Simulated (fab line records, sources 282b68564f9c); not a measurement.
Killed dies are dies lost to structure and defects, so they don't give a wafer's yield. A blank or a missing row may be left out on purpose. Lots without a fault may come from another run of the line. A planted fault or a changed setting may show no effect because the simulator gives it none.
Problem report in the 8D (eight disciplines) form, filled by code | flow rit_cmos | the parts of the form that need people (team, actions taken, sign-off) are left out

1. THE PROBLEM
developer_temp_C at RIT_PLDD_DEVELOP_05 reads a mean of 22.07 C on 6 wafers of 2 lots; wafers without a fault read 22.99 C with a standard deviation of 0.1. That is -9.2 standard deviations from the usual mean.
The step: develop time 50 s.
First seen on wafer L310.1, day 5 17:00, on litho_track-02. The record holds 42 wafers of 14 lots with a number at this step. Rule for "out", or "out of limits": more than 4 standard deviations from the usual mean. The other wafers with a number count as sound.

2. WHAT IT IS AND WHAT IT IS NOT
question                    | is                     | is not
which readings at this step | developer_temp_C       | -
which lots                  | L310, L312             | L296, L297, L298, L299, L301, L302, L306, L313, L314, L315, L317, L318
which wafers of those lots  | all that have a number | -
read on which tools         | litho_track-02         | litho_track-01, litho_track-03
when                        | from day 5 17:00       | up to then (21 sound wafers); but 15 sound wafers of L313, L314, L315, L317, L318 came after

3. SUSPECTS, AND WHAT RULES EACH OUT
Counting: a tool at a process step up to the reading stays a suspect if it ran every lot that is out and no sound lot after the first of them.
- litho_track-02 at RIT_PLDD_DEVELOP_05 (develop time 50 s): kept. It ran every lot that is out, first L310 (day 5 17:00), and no sound lot after that; its last sound lot up to then is L306 (day 5 01:00). Its own readings are out on those wafers: developer_temp_C.
Left after counting: litho_track-02 at RIT_PLDD_DEVELOP_05.

4. THE CAUSE (what the simulator had put in)
Process parameter drift: litho_track-02, from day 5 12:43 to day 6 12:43, at RIT_PLDD_DEVELOP_05. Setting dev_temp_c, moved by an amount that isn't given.
Counting left only this tool.

5. THE CHAIN OF EFFECTS, in route order
Each row: a reading whose mean over the struck wafers that have a number lies more than 3 standard deviations from the usual. Only readings for which the record gives a usual standard deviation are gone through. hours: the time from each lot's start at the first step in this table that gives one to its start at this step, as a median over the lots. sigmas: the change in usual standard deviations.
hours | step                | reading          | usual   | on struck wafers | change | sigmas
0     | RIT_PLDD_DEVELOP_05 | developer_temp_C | 22.99 C | 22.07            | -0.92  | -9.2
The process steps in it:
- RIT_PLDD_DEVELOP_05: develop time 50 s.

6. WHAT WOULD HAVE CAUGHT IT SOONER
In this record the first reading out of limits was taken at day 5 17:00, 4 hours after the fault began at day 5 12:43.
